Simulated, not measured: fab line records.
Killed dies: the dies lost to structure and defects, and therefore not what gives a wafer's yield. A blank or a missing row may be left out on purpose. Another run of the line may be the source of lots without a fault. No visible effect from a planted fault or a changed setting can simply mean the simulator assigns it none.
fab line records	flow berkeley-cmos170
record: lots: 5	wafers: 15	last-day: 10
route steps=331 shown V2@303 M3@309
lots that met no fault: taken from a fault-free run of the same line
start-h: the number of hours between the record's first day and the start of the first shown wafer of the lot	wait-h: hours since the lot's step before	" unchanged from the row above	L1.1+2: a single row standing in for several wafers	- no value, or no start was given	* or withheld: withheld	< > ~ a bound
route shown NAME@n: a module of which the file shows steps, and the number in the route of the first	usual: mean and standard deviation over wafers with no fault	same: alike in all rows	chamber/n: place in a boat	sites: readings site by site	_std_site: their standard deviation	_edge_site: mean of outer sites minus mean of inner sites	radius-mm: for every site, how far away it sits from the centre of the wafer	mask NAME#n: copy n	behind: the most recent tool/chamber to have shaped the wafer	hold: the reason the lot was held/the length of the hold in hours/how it ended	device: which transistor (n, p or np) failed to switch	end of line: tests of these same wafers at the route's end	a step given without rows: its recipe and nothing more	killed: dies that structure and defects cost at the first sort, which is not the same as the wafer's yield	map: a wafer's dies, x killed, . not, _ none there
set.NAME: the setting that was run; set.NAME@STEP: the one run at that earlier step	model.NAME: the simulator's own value behind a step, which no gauge read
lots at selected steps of the route; one table per step, one row per wafer
services: when a tool's chamber went out of use (start-h, in hours from the record's first day, below 0 if earlier), for how many hours, and the reason
== steps ==
step: UCB170_V2_DEVELOP_11
recipe: developer: TMAH	develop-time-s: 45	resist: KrF	dev-temp-c: 21
lot.wafer	tool	chamber	start-h	wait-h
L081.1+4+6	litho-track-03	0	-	-
L083.2+4+6	litho-track-04	0	-	-
L086.1+2+5	litho-track-04	0	-	-
L087.1+3+4	litho-track-03	0	-	-
L092.1+5+6	litho-track-01	0	-	-
step: UCB170_V2_CD_MEAS_12
recipe: target-cd-nm: 700
usual: cd-nm: 699.8/1.2
lot.wafer	tool	chamber	start-h	wait-h	cd-nm
L081.1	cd-sem-02	-	195.92	-	700.4
L081.4	"	-	"	"	701.3
L081.6	"	-	"	"	701.2
L083.2	cd-sem-02	-	217.85	-	698.9
L083.4	"	-	"	"	698.6
L083.6	"	-	"	"	699.1
L086.1	cd-sem-01	-	232.51	-	699.9
L086.2	"	-	"	"	699.5
L086.5	"	-	"	"	700.5
L087.1	cd-sem-02	-	241.85	-	701.0
L087.3	"	-	"	"	701.8
L087.4	"	-	"	"	701.5
L092.1	cd-sem-02	-	245.88	-	699.0
L092.5	"	-	"	"	698.6
L092.6	"	-	"	"	699.1
step: UCB170_V2_OVL_MEAS_13
usual: V2_OVL: 1/5.7
lot.wafer	tool	chamber	start-h	wait-h	V2_OVL[nm]
L081.1	overlay-02	-	196.04	0.1	-1
L081.4	"	-	"	"	-5
L081.6	"	-	"	"	-4
L083.2	overlay-01	-	217.95	0.1	3
L083.4	"	-	"	"	0
L083.6	"	-	"	"	-2
L086.1	overlay-01	-	232.63	0.1	3
L086.2	"	-	"	"	1
L086.5	"	-	"	"	3
L087.1	overlay-01	-	241.97	0.1	13
L087.3	"	-	"	"	13
L087.4	"	-	"	"	8
L092.1	overlay-01	-	246.00	0.1	5
L092.5	"	-	"	"	12
L092.6	"	-	"	"	4
step: UCB170_V2_ETCH_14
recipe: chemistry: CHF3/CF4/Ar	target: SiO2	stop-on: Al	CHF3_flow_sccm: 45	cf4-flow-sccm: 15	Ar_flow_sccm: 150	pressure-mtorr: 200	rf-w: 700	target-depth-a: 12500	over-etch-frac: 0.25	time-s: 291
usual: drypump-motor-current-A: 5.9/0.4	oes-product-au: 0.866/0.014	rf-fwd-power-W: 698.0/2.2	throttle-valve-pct: 7.01/0.12
lot.wafer	tool	chamber	start-h	wait-h	drypump-motor-current-A	oes-product-au	rf-fwd-power-W	rf-hours-counter-h	throttle-valve-pct
L081.1	rie-diel-04	1	196.07	0.0	6.3	0.871	699.7	21	6.99
L081.4	"	3	"	"	5.3	0.870	697.3	15	6.78
L081.6	"	3	"	"	5.3	0.878	695.8	-	6.78
L083.2	rie-diel-04	0	217.98	0.0	5.9	0.854	695.8	19	7.02
L083.4	"	1	"	"	6.4	0.868	699.7	22	7.01
L083.6	"	0	"	"	5.9	0.851	696.9	-	7.01
L086.1	rie-diel-02	0	232.66	0.0	6.0	0.858	698.7	113	6.92
L086.2	"	3	"	"	5.5	0.854	699.1	35	7.18
L086.5	"	1	"	"	5.9	0.870	700.7	-	7.07
L087.1	rie-diel-04	0	242.01	0.0	6.0	0.854	698.6	21	7.03
L087.3	"	3	"	"	5.3	0.874	696.4	18	6.77
L087.4	"	0	"	"	5.9	0.853	699.5	-	7.01
L092.1	rie-diel-02	3	246.04	0.0	5.5	0.860	697.5	36	7.18
L092.5	"	3	"	"	5.5	0.863	698.2	-	7.17
L092.6	"	2	"	"	6.4	0.852	699.1	-	7.11
step: UCB170_V2_STRIP_15
recipe: chemistry: O2	power-w: 400	pressure-mtorr: 3500	platen-temp-c: withheld	o2-flow-sccm: 400	overash-fraction: 0.5
usual: drypump-motor-current-A: 5.57/0.16	oes-product-au: 0.723/0.0045	strip-time-to-endpoint-s: 15.38/0.14
lot.wafer	tool	chamber	start-h	wait-h	drypump-motor-current-A	oes-product-au	rf-hours-counter-h	strip-time-to-endpoint-s
L081.1	plasma-asher-02	1	196.25	0.1	5.55	0.715	48	15.20
L081.4	"	0	"	"	5.90	0.730	-	15.27
L081.6	"	1	"	"	5.56	0.722	-	15.24
L083.2	plasma-asher-03	1	218.16	0.1	5.74	0.722	45	15.50
L083.4	"	1	"	"	5.71	0.718	-	15.35
L083.6	"	1	"	"	5.72	0.728	-	15.53
L086.1	plasma-asher-02	0	232.84	0.1	5.87	0.719	52	15.40
L086.2	"	1	"	"	5.54	0.722	52	15.25
L086.5	"	0	"	"	5.89	0.717	-	15.25
L087.1	plasma-asher-01	1	242.19	0.1	5.47	0.725	14	15.48
L087.3	"	1	"	"	5.49	0.729	-	15.40
L087.4	"	0	"	"	5.42	0.713	-	15.51
L092.1	plasma-asher-01	0	246.22	0.1	5.42	0.714	15	15.13
L092.5	"	0	"	"	5.43	0.722	-	15.23
L092.6	"	1	"	"	5.50	0.729	-	15.64
step: UCB170_V2_CD_MEAS_90
recipe: target-cd-nm: 700
usual: cd-nm: 699.3/1.6
lot.wafer	tool	chamber	start-h	wait-h	cd-nm
L081.1	cd-sem-01	-	196.35	0.1	700.2
L081.4	"	-	"	"	700.6
L081.6	"	-	"	"	700.8
L083.2	cd-sem-02	-	218.28	0.1	697.7
L083.4	"	-	"	"	698.3
L083.6	"	-	"	"	696.5
L086.1	cd-sem-02	-	232.94	0.1	698.3
L086.2	"	-	"	"	700.3
L086.5	"	-	"	"	699.6
L087.1	cd-sem-01	-	242.29	0.1	699.4
L087.3	"	-	"	"	702.5
L087.4	"	-	"	"	700.2
L092.1	cd-sem-01	-	246.32	0.1	700.2
L092.5	"	-	"	"	700.8
L092.6	"	-	"	"	697.1
step: UCB170_M3_PRE_CLEAN_00
recipe: gas: Ar	preclean-etch-time-s: 60
lot.wafer	tool	chamber	start-h	wait-h
L081.1+4+6	pvd-sputter-02	-	196.47	0.1
L083.2+4+6	pvd-sputter-02	-	218.38	0.1
L086.1+2+5	pvd-sputter-02	-	233.06	0.1
L087.1+3+4	pvd-sputter-01	-	242.41	0.1
L092.1+5+6	pvd-sputter-01	-	246.44	0.1
step: UCB170_M3_SPUTTER_01
recipe: material: Al	target-thk-nm: 900	time-s: 120	power-w: 6000	chamber-pressure-pa: 0.5
usual: throttle-valve-pct: 29.8/0.89
lot.wafer	tool	chamber	start-h	wait-h	throttle-valve-pct
L081.1	pvd-sputter-02	-	196.54	0.0	30.0
L081.4	"	-	"	"	30.1
L081.6	"	-	"	"	31.7
L083.2	pvd-sputter-02	-	218.45	0.0	29.7
L083.4	"	-	"	"	30.3
L083.6	"	-	"	"	30.0
L086.1	pvd-sputter-02	-	233.13	0.0	31.5
L086.2	"	-	"	"	29.6
L086.5	"	-	"	"	29.5
L087.1	pvd-sputter-01	-	242.48	0.0	30.3
L087.3	"	-	"	"	29.6
L087.4	"	-	"	"	28.9
L092.1	pvd-sputter-01	-	246.50	0.0	29.2
L092.5	"	-	"	"	30.1
L092.6	"	-	"	"	28.8
step: UCB170_M3_RS_MEAS_02
recipe: thk-meas-gauge: four-point-probe	reads: Al_of_M3_SPUTTER_01
usual: M3_AL_RS: 0.0321/0.00048
lot.wafer	tool	chamber	start-h	wait-h	M3_AL_RS[ohm/sq]
L081.1	film-metro-01	-	196.62	0.0	0.0322
L081.4	"	-	"	"	0.0321
L081.6	"	-	"	"	0.0323
L083.2	film-metro-04	-	218.55	0.1	0.0328
L083.4	"	-	"	"	0.0320
L083.6	"	-	"	"	0.0329
L086.1	film-metro-01	-	233.21	0.0	0.0320
L086.2	"	-	"	"	0.0327
L086.5	"	-	"	"	0.0323
L087.1	film-metro-02	-	242.56	0.0	0.0316
L087.3	"	-	"	"	0.0320
L087.4	"	-	"	"	0.0318
L092.1	film-metro-02	-	246.59	0.0	0.0313
L092.5	"	-	"	"	0.0310
L092.6	"	-	"	"	0.0314
step: UCB170_M3_THK_MEAS_03
recipe: thk-meas-gauge: xrf	reads: Al_of_M3_SPUTTER_01
usual: M3_AL_THK: 911/14
lot.wafer	tool	chamber	start-h	wait-h	M3_AL_THK[nm]
L081.1	film-metro-01	-	196.74	0.1	907
L081.4	"	-	"	"	910
L081.6	"	-	"	"	904
L083.2	film-metro-04	-	218.66	0.1	897
L083.4	"	-	"	"	921
L083.6	"	-	"	"	898
L086.1	film-metro-01	-	233.33	0.1	909
L086.2	"	-	"	"	894
L086.5	"	-	"	"	903
L087.1	film-metro-02	-	242.68	0.1	921
L087.3	"	-	"	"	908
L087.4	"	-	"	"	913
L092.1	film-metro-02	-	246.71	0.1	930
L092.5	"	-	"	"	936
L092.6	"	-	"	"	926
step: UCB170_M3_HMDS_04
recipe: prime-time-s: 60	prime-temp-c: 100
lot.wafer	tool	chamber	start-h	wait-h
L081.1+4+6	litho-track-01	0	196.82	0.1
L083.2+4+6	litho-track-02	0	218.95	0.3
L086.1+2+5	litho-track-01	0	233.79	0.4
L087.1+3+4	litho-track-03	0	242.82	0.1
L092.1+5+6	litho-track-03	0	247.43	0.7
step: UCB170_M3_COAT_05
recipe: resist: KrF	spin-rpm: 1500	resist-thk-nm: 900
usual: spin-speed-rpm: 1499.9/0.91
lot.wafer	tool	chamber	start-h	wait-h	spin-speed-rpm
L081.1	litho-track-01	0	196.97	0.1	1500.4
L081.4	"	0	"	"	1499.0
L081.6	"	0	"	"	1501.4
L083.2	litho-track-02	0	219.10	0.1	1500.1
L083.4	"	0	"	"	1500.0
L083.6	"	0	"	"	1500.2
L086.1	litho-track-01	0	233.94	0.1	1499.3
L086.2	"	0	"	"	1498.5
L086.5	"	0	"	"	1501.9
L087.1	litho-track-03	0	242.97	0.1	1500.1
L087.3	"	0	"	"	1501.1
L087.4	"	0	"	"	1499.1
L092.1	litho-track-03	0	247.58	0.1	1500.9
L092.5	"	0	"	"	1501.8
L092.6	"	0	"	"	1501.2
step: UCB170_M3_SOFTBAKE_06
recipe: resist: KrF	temp-c: 130	time-s: 60
lot.wafer	tool	chamber	start-h	wait-h
L081.1+4+6	litho-track-01	0	197.12	0.1
L083.2+4+6	litho-track-02	0	219.25	0.1
L086.1+2+5	litho-track-01	0	234.09	0.1
L087.1+3+4	litho-track-03	0	243.12	0.1
L092.1+5+6	litho-track-03	0	247.73	0.1
step: UCB170_M3_STRIP_07
recipe: chemistry: O2	power-w: 400	pressure-mtorr: 3500	platen-temp-c: withheld	o2-flow-sccm: 400	overash-fraction: 0.5
usual: drypump-motor-current-A: 5.8/0.41	oes-product-au: 0.735/0.0047	strip-time-to-endpoint-s: 21.97/0.063
lot.wafer	tool	chamber	start-h	wait-h	drypump-motor-current-A	oes-product-au	rf-hours-counter-h	strip-time-to-endpoint-s
L081.1	plasma-asher-01	1	197.27	0.1	5.5	0.733	9	21.94
L081.4	"	1	"	"	5.5	0.732	-	21.98
L081.6	"	1	"	"	5.5	0.731	-	21.95
L083.2	plasma-asher-01	0	219.38	0.1	5.4	0.730	11	21.96
L083.4	"	1	"	"	5.5	0.739	-	21.97
L083.6	"	1	"	"	5.5	0.734	-	21.99
L086.1	plasma-asher-03	0	234.24	0.1	5.5	0.732	48	21.97
L086.2	"	1	"	"	5.7	0.732	48	21.95
L086.5	"	1	"	"	5.7	0.727	-	21.93
L087.1	plasma-asher-04	1	243.27	0.1	6.6	0.732	54	21.96
L087.3	"	0	"	"	5.9	0.742	-	21.92
L087.4	"	1	"	"	6.6	0.734	-	21.87
L092.1	plasma-asher-04	0	247.88	0.1	5.9	0.734	55	22.02
L092.5	"	1	"	"	6.6	0.733	-	22.09
L092.6	"	0	"	"	5.9	0.734	-	22.03
step: UCB170_M3_STRIP_08
recipe: chemistry: DMSO	temp-c: 80	time-s: 600	material: KrF
usual: bath-heat-duty-pct: 16.8/1.6
lot.wafer	tool	chamber	start-h	wait-h	bath-heat-duty-pct
L081.1	wet-bench-03	3	197.37	0.1	15.7
L081.4	"	3	"	"	17.2
L081.6	"	3	"	"	18.0
L083.2	wet-bench-02	3	219.48	0.1	13.1
L083.4	"	3	"	"	15.6
L083.6	"	3	"	"	13.5
L086.1	wet-bench-02	3	237.83	3.6	15.1
L086.2	"	3	"	"	13.9
L086.5	"	3	"	"	13.6
L087.1	wet-bench-02	2	243.54	0.2	16.8
L087.3	"	2	"	"	18.5
L087.4	"	2	"	"	16.7
L092.1	wet-bench-02	1	247.98	0.1	17.2
L092.5	"	1	"	"	16.1
L092.6	"	1	"	"	17.7
step: UCB170_M3_COAT_09
recipe: resist: BARC	temp-c: withheld	time-s: withheld	spin-rpm: 3000	resist-thk-nm: withheld
usual: spin-speed-rpm: 3000.1/2
lot.wafer	tool	chamber	start-h	wait-h	spin-speed-rpm
L081.1	litho-track-03	0	198.44	0.9	3002.1
L081.4	"	0	"	"	2999.8
L081.6	"	0	"	"	2999.2
L083.2	litho-track-02	0	219.85	0.2	2998.5
L083.4	"	0	"	"	3004.6
L083.6	"	0	"	"	3001.0
L086.1	litho-track-01	0	238.04	0.0	2999.9
L086.2	"	0	"	"	3004.1
L086.5	"	0	"	"	2997.3
L087.1	litho-track-03	0	243.73	0.0	2999.7
L087.3	"	0	"	"	2998.3
L087.4	"	0	"	"	3002.8
L092.1	litho-track-02	0	248.67	0.5	2998.6
L092.5	"	0	"	"	2997.4
L092.6	"	0	"	"	2998.6
step: UCB170_M3_COAT_10
recipe: resist: KrF	spin-rpm: 1500	resist-thk-nm: 900
usual: spin-speed-rpm: 1499.7/1
lot.wafer	tool	chamber	start-h	wait-h	spin-speed-rpm
L081.1	litho-track-03	0	-	-	1499.7
L081.4	"	0	"	"	1500.2
L081.6	"	0	"	"	1501.0
L083.2	litho-track-02	0	-	-	1499.6
L083.4	"	0	"	"	1500.2
L083.6	"	0	"	"	1499.8
L086.1	litho-track-01	0	-	-	1498.6
L086.2	"	0	"	"	1499.3
L086.5	"	0	"	"	1499.4
L087.1	litho-track-03	0	-	-	1500.7
L087.3	"	0	"	"	1499.8
L087.4	"	0	"	"	1499.9
L092.1	litho-track-02	0	-	-	1499.5
L092.5	"	0	"	"	1497.1
L092.6	"	0	"	"	1498.5
step: UCB170_M3_SOFTBAKE_11
recipe: resist: KrF	temp-c: 130	time-s: 60
lot.wafer	tool	chamber	start-h	wait-h
L081.1+4+6	litho-track-03	0	-	-
L083.2+4+6	litho-track-02	0	-	-
L086.1+2+5	litho-track-01	0	-	-
L087.1+3+4	litho-track-03	0	-	-
L092.1+5+6	litho-track-02	0	-	-
step: UCB170_M3_EXPOSE_12
recipe: mask-id: METAL3	target-cd-nm: 700	na: 0.5	sigma-outer: 0.6	source-shape: conventional	dose-mj: 26
lot.wafer	tool	chamber	start-h	wait-h	mask
L081.1+4+6	krf-scanner-02	0	199.01	-	METAL3#0
L083.2+4+6	krf-scanner-01	0	220.42	-	METAL3#0
L086.1+2+5	krf-scanner-01	0	238.49	-	METAL3#0
L087.1+3+4	krf-scanner-01	0	244.18	-	METAL3#0
L092.1+5+6	krf-scanner-01	0	249.25	-	METAL3#0
step: UCB170_M3_PEB_13
recipe: peb-temp-c: 130	peb-time-s: withheld	resist: KrF
lot.wafer	tool	chamber	start-h	wait-h
L081.1+4+6	litho-track-03	0	199.44	0.4
L083.2+4+6	litho-track-01	0	220.54	0.1
L086.1+2+5	litho-track-02	0	238.71	0.2
L087.1+3+4	litho-track-02	0	244.44	0.2
L092.1+5+6	litho-track-02	0	250.02	0.8
step: UCB170_M3_DEVELOP_14
recipe: developer: TMAH	develop-time-s: 45	resist: KrF	dev-temp-c: 21
lot.wafer	tool	chamber	start-h	wait-h
L081.1+4+6	litho-track-03	0	-	-
L083.2+4+6	litho-track-01	0	-	-
L086.1+2+5	litho-track-02	0	-	-
L087.1+3+4	litho-track-02	0	-	-
L092.1+5+6	litho-track-02	0	-	-
step: UCB170_M3_CD_MEAS_15
recipe: target-cd-nm: 700
usual: cd-nm: 700.0/1.5
lot.wafer	tool	chamber	start-h	wait-h	cd-nm
L081.1	cd-sem-01	-	199.71	-	701.3
L081.4	"	-	"	"	703.7
L081.6	"	-	"	"	701.4
L083.2	cd-sem-02	-	220.94	-	701.1
L083.4	"	-	"	"	703.1
L083.6	"	-	"	"	701.5
L086.1	cd-sem-01	-	238.98	-	697.5
L086.2	"	-	"	"	697.9
L086.5	"	-	"	"	698.0
L087.1	cd-sem-01	-	244.72	-	700.2
L087.3	"	-	"	"	699.6
L087.4	"	-	"	"	700.8
L092.1	cd-sem-02	-	250.30	-	701.4
L092.5	"	-	"	"	702.0
L092.6	"	-	"	"	701.7
step: UCB170_M3_OVL_MEAS_16
usual: M3_OVL: 0/5.8
lot.wafer	tool	chamber	start-h	wait-h	M3_OVL[nm]
L081.1	overlay-02	-	199.83	0.1	-7
L081.4	"	-	"	"	1
L081.6	"	-	"	"	-2
L083.2	overlay-01	-	221.04	0.1	8
L083.4	"	-	"	"	0
L083.6	"	-	"	"	8
L086.1	overlay-02	-	239.10	0.1	-3
L086.2	"	-	"	"	-4
L086.5	"	-	"	"	-3
L087.1	overlay-02	-	244.84	0.1	4
L087.3	"	-	"	"	11
L087.4	"	-	"	"	3
L092.1	overlay-02	-	250.42	0.1	-1
L092.5	"	-	"	"	5
L092.6	"	-	"	"	-1
step: UCB170_M3_ETCH_17
recipe: chemistry: N2/H2	target-depth-a: withheld	overetch-a: withheld	target: BARC	time-s: withheld	source-w: 500	bias-w: 100	pressure-mtorr: 30	n2-flow-sccm: 100	h2-flow-sccm: 200
usual: drypump-motor-current-A: 5.8/0.41	n2-flow-sccm: 100.06/0.3	oes-product-au: 0.984/0.022	rf-fwd-power-W: 494.4/2.4	throttle-valve-pct: 13.35/0.13
lot.wafer	tool	chamber	start-h	wait-h	drypump-motor-current-A	n2-flow-sccm	oes-product-au	rf-fwd-power-W	throttle-valve-pct
L081.1	rie-diel-01	3	199.87	0.0	5.6	100.22	0.980	494.4	13.17
L081.4	"	0	"	"	6.3	100.16	0.995	497.2	13.14
L081.6	"	1	"	"	5.0	99.75	0.945	497.3	13.56
L083.2	rie-diel-03	2	221.07	0.0	5.8	100.14	0.981	491.1	13.45
L083.4	"	1	"	"	5.4	99.83	1.014	494.0	13.23
L083.6	"	1	"	"	5.4	100.03	1.023	494.9	13.25
L086.1	rie-diel-03	1	239.14	0.0	5.4	100.03	1.025	493.4	13.24
L086.2	"	3	"	"	5.5	99.44	0.984	497.0	13.49
L086.5	"	1	"	"	5.4	99.93	1.035	494.0	13.24
L087.1	rie-diel-02	1	244.87	0.0	5.9	100.47	1.018	493.1	13.52
L087.3	"	3	"	"	5.5	99.93	0.983	495.9	13.39
L087.4	"	2	"	"	6.4	99.62	0.954	490.2	13.45
L092.1	rie-diel-01	0	250.45	0.0	6.4	99.84	0.989	495.1	13.15
L092.5	"	3	"	"	5.7	99.90	0.983	494.4	13.18
L092.6	"	0	"	"	6.3	100.09	1.000	494.6	13.15
step: UCB170_M3_METAL_ETCH_18
recipe: chemistry: Cl2/BCl3	target: Al	stop-on: SiO2	pressure-mtorr: 12	target-depth-a: 11700	over-etch-frac: 0.3	time-s: 195	icp-w: 600	bias-w: 120	Cl2_flow_sccm: 90	bcl3-flow-sccm: 45
usual: drypump-motor-current-A: 5.7/0.33	oes-product-au: 0.855/0.015	rf-fwd-power-W: 597.5/1.9	throttle-valve-pct: 24.24/0.24
lot.wafer	tool	chamber	start-h	wait-h	drypump-motor-current-A	oes-product-au	rf-fwd-power-W	rf-hours-counter-h	throttle-valve-pct
L081.1	rie-metal-03	0	199.91	-	5.8	0.865	598.4	4	24.28
L081.4	"	1	"	"	6.1	0.842	597.0	-	24.08
L081.6	"	1	"	"	6.1	0.836	594.9	-	24.08
L083.2	rie-metal-01	1	221.12	-	6.1	0.869	596.1	12	24.66
L083.4	"	0	"	"	5.9	0.834	598.5	-	24.68
L083.6	"	0	"	"	5.9	0.818	596.7	-	24.69
L086.1	rie-metal-04	0	239.18	-	5.3	0.852	598.0	14	24.20
L086.2	"	1	"	"	5.3	0.853	600.8	4	23.98
L086.5	"	1	"	"	5.3	0.861	597.9	-	23.97
L087.1	rie-metal-03	0	244.91	-	5.8	0.865	596.8	5	24.26
L087.3	"	0	"	"	5.7	0.860	596.7	-	24.26
L087.4	"	1	"	"	6.1	0.838	600.4	-	24.10
L092.1	rie-metal-01	1	250.50	-	6.0	0.891	597.6	14	24.63
L092.5	"	1	"	"	6.1	0.896	598.1	-	24.66
L092.6	"	0	"	"	5.9	0.858	597.6	-	24.74
step: UCB170_M3_STRIP_19
recipe: chemistry: O2	power-w: 400	pressure-mtorr: 3500	platen-temp-c: withheld	o2-flow-sccm: 400	overash-fraction: 0.5
usual: drypump-motor-current-A: 5.8/0.42	oes-product-au: 0.534/0.022
lot.wafer	tool	chamber	start-h	wait-h	drypump-motor-current-A	oes-product-au	rf-hours-counter-h
L081.1	plasma-asher-03	0	200.10	0.1	5.5	0.493	43
L081.4	"	1	"	"	5.7	0.507	-
L081.6	"	0	"	"	5.5	0.510	-
L083.2	plasma-asher-04	0	221.30	0.1	5.9	0.553	51
L083.4	"	0	"	"	5.9	0.571	-
L083.6	"	0	"	"	5.9	0.570	-
L086.1	plasma-asher-03	0	239.37	0.1	5.5	0.557	48
L086.2	"	1	"	"	5.7	0.547	48
L086.5	"	1	"	"	5.7	0.547	-
L087.1	plasma-asher-04	1	245.10	0.1	6.5	0.500	54
L087.3	"	1	"	"	6.6	0.511	-
L087.4	"	0	"	"	5.8	0.509	-
L092.1	plasma-asher-04	0	250.68	0.1	5.9	0.549	55
L092.5	"	0	"	"	5.9	0.555	-
L092.6	"	1	"	"	6.6	0.554	-
step: UCB170_M3_CD_MEAS_90
recipe: target-cd-nm: 700
usual: cd-nm: 697/6.4
lot.wafer	tool	chamber	start-h	wait-h	cd-nm
L081.1	cd-sem-01	-	200.20	0.1	689
L081.4	"	-	"	"	705
L081.6	"	-	"	"	703
L083.2	cd-sem-02	-	221.42	0.1	698
L083.4	"	-	"	"	705
L083.6	"	-	"	"	703
L086.1	cd-sem-02	-	239.47	0.1	698
L086.2	"	-	"	"	690
L086.5	"	-	"	"	687
L087.1	cd-sem-01	-	245.20	0.1	689
L087.3	"	-	"	"	686
L087.4	"	-	"	"	703
L092.1	cd-sem-01	-	250.78	0.1	698
L092.5	"	-	"	"	698
L092.6	"	-	"	"	707
step: UCB170_M3_BOW_MEAS_20
recipe: mode: bow
usual: M3_BOW: 36/7.3
lot.wafer	tool	chamber	start-h	wait-h	M3_BOW[um]
L081.1	film-metro-02	-	200.32	0.1	21
L081.4	"	-	"	"	34
L081.6	"	-	"	"	26
L083.2	film-metro-02	-	221.54	0.1	34
L083.4	"	-	"	"	39
L083.6	"	-	"	"	37
L086.1	film-metro-01	-	239.59	0.1	45
L086.2	"	-	"	"	39
L086.5	"	-	"	"	47
L087.1	film-metro-01	-	245.32	0.1	28
L087.3	"	-	"	"	34
L087.4	"	-	"	"	22
L092.1	film-metro-02	-	250.90	0.1	25
L092.5	"	-	"	"	33
L092.6	"	-	"	"	38
== services ==
tool	chamber	start-h	hours	kind
rie-diel-04	1	179.49	4.3	repair
krf-scanner-02	-	181.15	1.0	pm
krf-scanner-02	-	190.16	0.8	repair
plasma-asher-02	-	197.89	0.8	repair
rie-diel-01	2	199.48	-	clean
rie-diel-01	2	199.48	15.7	scheduled-down
rie-diel-01	2	199.48	15.7	vent-cycle
krf-scanner-02	-	201.74	1.3	pm
krf-scanner-01	-	210.38	1.3	pm
rie-metal-04	-	216.16	2.8	pm
plasma-asher-04	-	218.20	1.5	repair
krf-scanner-01	-	225.86	1.0	pm
rie-metal-01	0	229.80	-	clean
rie-metal-01	0	229.80	18.7	scheduled-down
rie-metal-01	0	229.80	18.7	vent-cycle
rie-diel-04	2	232.41	-	clean
rie-diel-04	2	232.41	16.2	scheduled-down
rie-diel-04	2	232.41	16.2	vent-cycle
rie-diel-01	2	232.74	5.2	repair
rie-diel-02	-	233.14	2.8	pm
krf-scanner-01	0	235.77	-	calibration
plasma-asher-02	-	237.39	1.4	repair
rie-metal-03	-	239.69	1.4	pm
krf-scanner-01	-	246.72	2.3	repair
== key ==
fault none
